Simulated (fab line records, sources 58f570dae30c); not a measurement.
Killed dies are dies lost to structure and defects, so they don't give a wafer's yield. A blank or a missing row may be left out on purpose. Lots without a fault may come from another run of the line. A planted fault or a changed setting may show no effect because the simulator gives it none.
Which tool did it? | flow berkeley_cmos170 | 14 lots, 42 wafers sampled, at 1 step of a route of 331

WHAT THE GAUGES READ, wafer by wafer
UCB170_ACTIVE_THK_MEAS_03.
lot  | measured    | on            | ACTIVE_OXIDE_THK (nm)
L576 | day 3 14:07 | film_metro-04 | 26.1 26.5 26.1
L577 | day 3 19:59 | film_metro-03 | 26.8 26.1 26.7
L578 | day 4 10:51 | film_metro-04 | 26.2 26.3 26.2
L579 | day 4 17:31 | film_metro-01 | 26.3 26.1 26.6
L580 | day 4 17:31 | film_metro-03 | 26.7 26.0 26.2
L581 | day 4 23:01 | film_metro-04 | 26.3 26.1 26.4
L582 | day 5 04:08 | film_metro-03 | 26.7 26.5 26.3
L583 | day 5 15:58 | film_metro-01 | 26.3 26.5 26.1
L584 | day 5 15:58 | film_metro-03 | 26.6 26.2 26.6
L585 | day 5 15:59 | film_metro-04 | 27.1 27.2 27.2
L586 | day 6 00:34 | film_metro-04 | 25.6 25.6 25.5
L591 | day 6 23:18 | film_metro-01 | 28.4 28.8 28.6
L596 | day 8 00:40 | film_metro-01 | 29.1 29.2 28.5
L599 | day 9 02:35 | film_metro-04 | 26.3 25.9 26.4

WHICH TOOL RAN EACH LOT (tool, then ch and the chambers of the sampled wafers, then the start)
The record holds no process step before these readings.

WHAT THE TOOLS THEMSELVES READ (means of the sampled wafers that have a number; where no wafer has one, the mark that the record gives instead)
The record holds no such reading with a usual standard deviation.

THE ANSWER, worked out from the rows above alone
Rule: what is usual is taken from the lots themselves. Put in order of their means at a reading, lots are off if they are a third of the lots or fewer, leave a main group of 4 or more, and stand apart from it by a gap of 3 or more times the standard deviation of the main group's means; of several such gaps the widest counts. A main group whose means are all the same, to the digits that the tables above print for the reading, isn't used. A lot without any number at a reading at which 4 lots or more have one is off too. The other lots that the step has rows for count as sound. The gauges are gone through in route order, then the tools' own readings, and for those a lot's mean is taken as printed above. The first step at which some lot is off is used, and at that step the reading that is off furthest; a lot without a number counts as furthest.
Off: L591, L596, at UCB170_ACTIVE_THK_MEAS_03 (ACTIVE_OXIDE_THK). The main group: mean 26.3 nm, standard deviation 0.34.
A tool fits if, at a process step before that reading, it ran every lot that is off, and no sound lot after the first of them. The gauges at UCB170_ACTIVE_THK_MEAS_03 are tried like those tools. One fits: film_metro-01 at UCB170_ACTIVE_THK_MEAS_03. Its last sound lot is L583 (day 5 15:58), its first lot that is off L591 (day 6 23:18): a fault that began between those two fits.

WHAT THE SIMULATOR HAD PUT IN
Metrology matching offset: film_metro-01, from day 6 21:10 on, at UCB170_ACTIVE_THK_MEAS_03. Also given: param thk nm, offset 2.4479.
Lots struck among those shown: L591, L596. The rule above found the same.
